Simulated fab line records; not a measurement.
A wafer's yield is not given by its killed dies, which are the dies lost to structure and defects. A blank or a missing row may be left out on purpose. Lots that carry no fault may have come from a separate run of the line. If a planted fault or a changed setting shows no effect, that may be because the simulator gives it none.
The tool behind it: which one?	flow ritCmos	Sampling: 14 lots, 42 wafers, 2 of 202 route steps

== WHAT THE GAUGES READ, wafer by wafer ==
RIT_ACTIVE_THK_MEAS_02.
lot	measured	on	ACTIVE_OXIDE_THK (nm)
L278	day 1 14:57	filmMetro-01	46.2 45.9 46.5
L279	day 1 17:58	filmMetro-04	46.0 45.7 45.4
L280	day 1 22:28	filmMetro-01	45.8 46.3 46.1
L281	day 2 03:29	filmMetro-02	48.8 49.1 48.6
L282	day 2 08:03	filmMetro-02	47.5 47.3 47.5
L283	day 2 13:51	filmMetro-01	46.5 46.6 46.7
L284	day 2 18:25	filmMetro-01	46.5 46.6 46.5
L292	day 4 15:37	filmMetro-04	44.0 43.1 43.6
L293	day 4 15:37	filmMetro-02	43.1 42.2 41.2
L295	day 5 06:12	filmMetro-04	47.9 47.8 48.0
L296	day 5 06:11	filmMetro-01	46.9 46.2 46.3
L297	day 5 11:21	filmMetro-04	47.1 47.0 47.4
L299	day 5 23:15	filmMetro-04	47.2 47.1 46.2
L300	day 6 02:44	filmMetro-02	46.8 46.2 47.0

== WHAT TOOL EACH LOT RAN ON (gives the tool, then ch and the chambers of the sampled wafers, and finally the start) ==
lot	RIT_ACTIVE_OXIDATION_01
L278	furnace-04 ch 0, day 1 13:01
L279	furnace-04 ch 0, day 1 16:01
L280	furnace-04 ch 0, day 1 20:31
L281	furnace-02 ch 0, day 2 01:32
L282	furnace-04 ch 0, day 2 06:07
L283	furnace-04 ch 0, day 2 11:55
L284	furnace-02 ch 0, day 2 16:28
L292	furnace-02 ch 0, day 4 13:41
L293	furnace-02 ch 0, day 4 13:41
L295	furnace-04 ch 0, day 5 04:14
L296	furnace-04 ch 0, day 5 04:14
L297	furnace-04 ch 0, day 5 09:25
L299	furnace-04 ch 0, day 5 21:19
L300	furnace-04 ch 0, day 6 00:49
- RIT_ACTIVE_OXIDATION_01: target thk 46.8 nm, ox time 3360 s.

== WHAT THE TOOLS THEMSELVES READ (means of the sampled wafers that have a number; where no wafer has one, the mark that the record gives instead) ==
RIT_ACTIVE_OXIDATION_01.
lot	tool	spikeTcCentreC (C)	spikeTcLoadC (C)	spikeTcSourceC (C)	tubeCenterTempC (C)	tube_center_temp_C_max
L278	furnace-04	1001.7	1028.9	1023.4	1000.05	1002.7
L279	furnace-04	1001.8	1029.5	1023.7	1000.09	1002.4
L280	furnace-04	1001.9	1030.0	1024.3	999.98	1002.6
L281	furnace-02	1000.3	1030.5	1021.5	1000.03	1003.2
L282	furnace-04	1002.0	1029.9	1024.0	1000.01	1002.6
L283	furnace-04	1001.5	1028.8	1023.0	1000.06	1002.4
L284	furnace-02	1002.2	1031.9	1021.1	999.99	1002.3
L292	furnace-02	994.6	1024.8	1013.7	992.96	995.6
L293	furnace-02	994.6	1023.4	1014.3	992.95	996.1
L295	furnace-04	1002.2	1029.5	1024.5	999.90	1002.2
L296	furnace-04	1001.5	1029.0	1022.7	999.95	1002.7
L297	furnace-04	1001.0	1029.3	1024.0	999.97	1002.5
L299	furnace-04	1001.8	1030.2	1022.5	1000.08	1002.8
L300	furnace-04	1001.7	1029.9	1023.4	999.98	1002.7

== THE ANSWER, worked out from the rows above alone ==
Rule: usual is defined by the lots themselves. Put in order of their means at a reading, lots are off if they are a third of the lots or fewer, leave a main group of 4 or more, and stand apart from it by a gap of 3 or more times the standard deviation of the main group's means; of several such gaps the widest counts. Not used: any main group whose means are identical at the precision the tables above print for the reading. Also off: a lot with no number at a reading for which 4 or more lots have one. Where the step has rows for the other lots, those lots are counted as sound. First the gauges in route order, then the tools' own readings, where a lot's mean is used as printed above. At the first step where some lot is off, the reading lying furthest off is the one used; lots without a number count as furthest.
Off at RIT_ACTIVE_OXIDATION_01 (tubeCenterTempC): L292, L293. Mean 1000.01 C and standard deviation 0.054 in the main group.
If a tool, at that step or one of the process steps before it, ran each lot that is off and ran no sound lot following the first of them, it fits. One fits: RIT_ACTIVE_OXIDATION_01 on furnace-02. A fault onset in the window from L284 (day 2 16:28, its last sound lot) to L292 (day 4 13:41, its first lot off) fits.
The tool's own readings at RIT_ACTIVE_OXIDATION_01 bear it out: on the lots that are off they differ by more than 5 times the standard deviation of the sound lots' means. spikeTcCentreC reads 994.6 C there against 1001.6 C on the sound lots; spikeTcLoadC reads 1024.1 C there against 1029.8 C on the sound lots; spikeTcSourceC reads 1014.0 C there against 1023.2 C on the sound lots; tubeCenterTempC reads 992.96 C there against 1000.01 C on the sound lots; tube_center_temp_C_max reads 995.9 there against 1002.6 on the sound lots.

== WHAT HAD BEEN PUT IN BY THE SIMULATOR ==
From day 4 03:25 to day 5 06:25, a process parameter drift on furnace-02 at RIT_ACTIVE_OXIDATION_01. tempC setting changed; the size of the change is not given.
Shown lots that were struck: L292, L293. The same result came from the rule above.
